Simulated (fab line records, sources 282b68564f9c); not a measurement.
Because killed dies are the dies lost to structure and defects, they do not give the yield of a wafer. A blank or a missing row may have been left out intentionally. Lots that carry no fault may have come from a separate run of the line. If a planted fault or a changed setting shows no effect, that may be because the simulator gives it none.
Struck lot and sound lot, side by side | flow ritCmos | 44 steps out of a route of 202
Sound: the wafers L308.1, L308.3, L308.5. Struck: wafers L301.3, L301.4, L301.5. At the end, the cause is stated.
For every step that has rows: the tool of each side, followed by ch and its chambers, followed by its first start. Under that, the readings that differ: sound wafers | struck wafers | difference of the means | sigmas: that difference in standard deviations of wafers without a fault.
alike: same words and numbers on both sides, and readings whose means sit less than 2 such deviations apart. not compared: any withheld reading, any reading some wafer has no value for, any bound like >300 that may hide the same value, and any number with overlapping values for which the record gives no deviation.
A row with sigmas, a row that says differs or no value, or rows on one side alone: a step with any of these is where the two part. Numbers that have no deviation but don't overlap get no sigmas and don't part them. A reading missing from all wafers of one side parts the sides only when that side holds two or more wafers.

first, 3 steps without rows for these wafers: RIT_REOX_CLEAN_01 (cleans in dHF, time 30 s); RIT_REOX_CLEAN_02 (cleans in SC2, time 600 s); RIT_REOX_OXIDATION_03 (target thk 25.2 nm, ox time 5580 s).
RIT_REOX_THK_MEAS_04:
  struck on filmMetro-02, day 4 09:35; sound on filmMetro-02, day 5 20:58
  alike: REOX_OXIDE_THK
then, 6 steps without rows for these wafers: RIT_NLDD_HMDS_00 (prime time 60 s); RIT_NLDD_COAT_01 (resist thk 1000 nm); RIT_NLDD_SOFTBAKE_02 (time 60 s); RIT_NLDD_EXPOSE_03 (exposes mask M7, target cd 40700 nm); RIT_NLDD_PEB_04; RIT_NLDD_DEVELOP_05 (develop time 50 s).
RIT_NLDD_OVL_MEAS_06:
  struck on overlay-02, day 4 10:29; sound on overlay-01, day 5 21:53
  alike: NLDD_OVL
then, 1 step without rows for these wafers: RIT_NLDD_HARDBAKE_07 (time 60 s).
RIT_NLDD_IMPLANT_08:
  sound on implanter-02 ch 0, day 5 22:04; struck on implanter-01 ch 0, day 4 10:43
reading                       | sound                         | struck                  | difference | sigmas
doseIonsCm2                   | 5.005e+14 4.999e+14 5.011e+14 | 9.91e+13 1e+14 9.92e+13 | -4.01e+14  | -99 or more
endStationPressureTorr (Torr) | 6.8e-06 6.7e-06 6.4e-06       | 5.5e-06 4.7e-06 5.3e-06 | -1.5e-06   | -4
faradayCurrentUA              | 1531 1593 1566                | 314 306 315             | -1252      | -39
  alike: tiltDeg
RIT_NLDD_STRIP_09: strips in O2, time 180 s.
  sound on plasmaAsher-03 ch 0,1, day 5 22:13; struck on plasmaAsher-01 ch 0,1, day 4 10:52
  alike: drypumpMotorCurrentA
  not compared: rfHoursCounterH
RIT_NLDD_TW_MEAS_10:
  struck on filmMetro-01, day 4 11:00; sound on filmMetro-01, day 5 22:23
reading | sound          | struck         | difference | sigmas
NLDD_TW | 2455 2461 2464 | 1545 1545 1539 | -917       | -51
then, 6 steps without rows for these wafers: RIT_PLDD_HMDS_00 (prime time 60 s); RIT_PLDD_COAT_01 (resist thk 1000 nm); RIT_PLDD_SOFTBAKE_02 (time 60 s); RIT_PLDD_EXPOSE_03 (exposes mask M8, target cd 40900 nm); RIT_PLDD_PEB_04; RIT_PLDD_DEVELOP_05 (develop time 50 s).
RIT_PLDD_OVL_MEAS_06:
  struck on overlay-02, day 4 11:54; sound on overlay-02, day 5 23:26
reading       | sound       | struck         | difference | sigmas
PLDD_OVL (nm) | 0.9 2.7 1.6 | -1.8 -0.8 -1.5 | -3.1       | -2
then, 2 steps without rows for these wafers: RIT_PLDD_HARDBAKE_07 (time 60 s); RIT_PLDD_IMPLANT_08.
RIT_PLDD_STRIP_09: strips in O2, time 180 s.
  sound on plasmaAsher-01 ch 0,1, day 5 23:46; struck on plasmaAsher-04 ch 0,1, day 4 12:17
  alike: drypumpMotorCurrentA
  not compared: rfHoursCounterH
RIT_PLDD_TW_MEAS_10:
  struck on filmMetro-02, day 4 12:25; sound on filmMetro-01, day 5 23:56
reading | sound          | struck         | difference | sigmas
PLDD_TW | 2327 2334 2314 | 2368 2380 2371 | +48        | +2
then, 4 steps without rows for these wafers: RIT_SPACER_CLEAN_00 (cleans in SC1, time 600 s); RIT_SPACER_CLEAN_01 (cleans in dHF, time 30 s); RIT_SPACER_CLEAN_02 (cleans in SC2, time 600 s); RIT_SPACER_CVD_03 (deposits Si3N4 from SiH2Cl2/NH3, target thk 250 nm, time 3300 s).
RIT_SPACER_THK_MEAS_04:
  struck on filmMetro-01, day 4 15:52; sound on filmMetro-02, day 6 02:18
  alike: SPACER_NITRIDE_THK
RIT_SPACER_ETCHBACK_05: etches Si3N4 in SF6/CHF3, stops on SiO2, target depth 250 nm, time 240 s.
  sound on rieDiel-04 ch 1,2,3, day 6 02:22; struck on rieDiel-01 ch 1,2,3, day 4 15:55
  alike: drypumpMotorCurrentA, oesProductAu, throttleValvePct
  not compared: rfHoursCounterH
then, 6 steps without rows for these wafers: RIT_NSD_HMDS_00 (prime time 60 s); RIT_NSD_COAT_01 (resist thk 1000 nm); RIT_NSD_SOFTBAKE_02 (time 59.14 s); RIT_NSD_EXPOSE_03 (exposes mask M9, target cd 40700 nm); RIT_NSD_PEB_04; RIT_NSD_DEVELOP_05 (develop time 50 s).
RIT_NSD_OVL_MEAS_06:
  struck on overlay-02, day 4 16:55; sound on overlay-02, day 6 03:29
  alike: NSD_OVL
then, 2 steps without rows for these wafers: RIT_NSD_HARDBAKE_07 (time 60 s); RIT_NSD_IMPLANT_08.
RIT_NSD_STRIP_09: strips in O2, time 180 s.
  sound on plasmaAsher-03 ch 0,1, day 6 03:49; struck on plasmaAsher-04 ch 0,1, day 4 17:18
  alike: drypumpMotorCurrentA
  not compared: rfHoursCounterH
RIT_SDANNEAL_RS_MEAS_07: a four-point-probe measurement.
  struck on filmMetro-01, day 4 19:44; sound on filmMetro-03, day 6 06:27
reading          | sound             | struck            | difference | sigmas
NLDD_RS (ohm/sq) | 151.3 151.1 151.5 | 504.0 507.8 512.3 | +356.7     | +99 or more
RIT_M1_PROBE_99:
  struck on prober-01, day 5 03:24; sound on prober-02, day 6 13:22
  alike: killedAtFrontEnd, killedDies, killedOpen, killedShort

WHERE THEY PART
Earliest at RIT_NLDD_IMPLANT_08; latest, in this record, at RIT_SDANNEAL_RS_MEAS_07. Later steps at which nothing parts them and some readings are alike: RIT_M1_PROBE_99.

WHY: the cause the simulator had injected
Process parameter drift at RIT_NLDD_IMPLANT_08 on implanter-01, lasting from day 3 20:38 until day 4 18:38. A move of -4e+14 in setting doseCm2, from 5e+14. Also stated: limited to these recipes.
